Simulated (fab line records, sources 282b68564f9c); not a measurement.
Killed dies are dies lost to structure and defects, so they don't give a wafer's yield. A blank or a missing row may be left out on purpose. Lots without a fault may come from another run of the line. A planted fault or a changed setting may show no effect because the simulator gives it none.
Which tool did it? | flow rit_cmos | 11 lots, 33 wafers sampled, at 2 steps of a route of 202

WHAT THE GAUGES READ, wafer by wafer
RIT_ACTIVE_THK_MEAS_04.
lot  | measured    | on            | ACTIVE_NITRIDE_THK (nm)
L995 | day 1 13:33 | film_metro-03 | 149.6 150.5 149.0
L996 | day 1 18:32 | film_metro-03 | 149.4 149.8 149.1
L998 | day 2 04:32 | film_metro-01 | 147.9 147.8 148.8
L999 | day 2 09:32 | film_metro-02 | 151.1 150.2 150.5
L102 | day 3 02:15 | film_metro-02 | 116.6 116.4 117.6
L107 | day 4 01:32 | film_metro-02 | 151.6 149.0 150.9
L109 | day 4 11:33 | film_metro-02 | 148.7 149.5 148.0
L110 | day 4 16:32 | film_metro-02 | 151.7 152.0 150.7
L112 | day 5 02:32 | film_metro-01 | 152.2 151.9 151.9
L114 | day 5 12:32 | film_metro-01 | 151.1 150.4 148.7
L118 | day 6 09:08 | film_metro-02 | 149.9 150.2 150.6

WHICH TOOL RAN EACH LOT (tool, then ch and the chambers of the sampled wafers, then the start)
lot  | RIT_ACTIVE_CVD_03
L995 | lpcvd-02 ch 1, day 1 12:07
L996 | lpcvd-02 ch 1, day 1 17:07
L998 | lpcvd-02 ch 0, day 2 03:07
L999 | lpcvd-01 ch 1, day 2 08:07
L102 | lpcvd-02 ch 0, day 3 00:50
L107 | lpcvd-01 ch 0, day 4 00:07
L109 | lpcvd-01 ch 1, day 4 10:07
L110 | lpcvd-01 ch 1, day 4 15:07
L112 | lpcvd-01 ch 1, day 5 01:07
L114 | lpcvd-01 ch 1, day 5 11:07
L118 | lpcvd-01 ch 1, day 6 07:42
- RIT_ACTIVE_CVD_03: deposits Si3N4 from SiH2Cl2/NH3, target thk 150 nm, time 1500 s.

THE ANSWER, worked out from the rows above alone
Rule: what is usual is taken from the lots themselves. Put in order of their means at a reading, lots are off if they are a third of the lots or fewer, leave a main group of 4 or more, and stand apart from it by a gap of 3 or more times the standard deviation of the main group's means; of several such gaps the widest counts. A main group whose means are all the same, to the digits that the tables above print for the reading, isn't used. A lot without any number at a reading at which 4 lots or more have one is off too. The other lots that the step has rows for count as sound.
Off: L102, at RIT_ACTIVE_THK_MEAS_04 (ACTIVE_NITRIDE_THK). The main group: mean 150.1 nm, standard deviation 1.1.
A tool fits if, at a process step before that reading, it ran every lot that is off, and no sound lot after the first of them. The gauges at RIT_ACTIVE_THK_MEAS_04 are tried like those tools. One fits: lpcvd-02 at RIT_ACTIVE_CVD_03. Its last sound lot is L998 (day 2 03:07), its first lot that is off L102 (day 3 00:50): a fault that began between those two fits.

WHAT THE SIMULATOR HAD PUT IN
Process parameter drift: lpcvd-02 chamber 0, from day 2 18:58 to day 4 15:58, at RIT_ACTIVE_CVD_03. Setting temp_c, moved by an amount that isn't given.
Lots struck among those shown: L102. The rule above found the same.
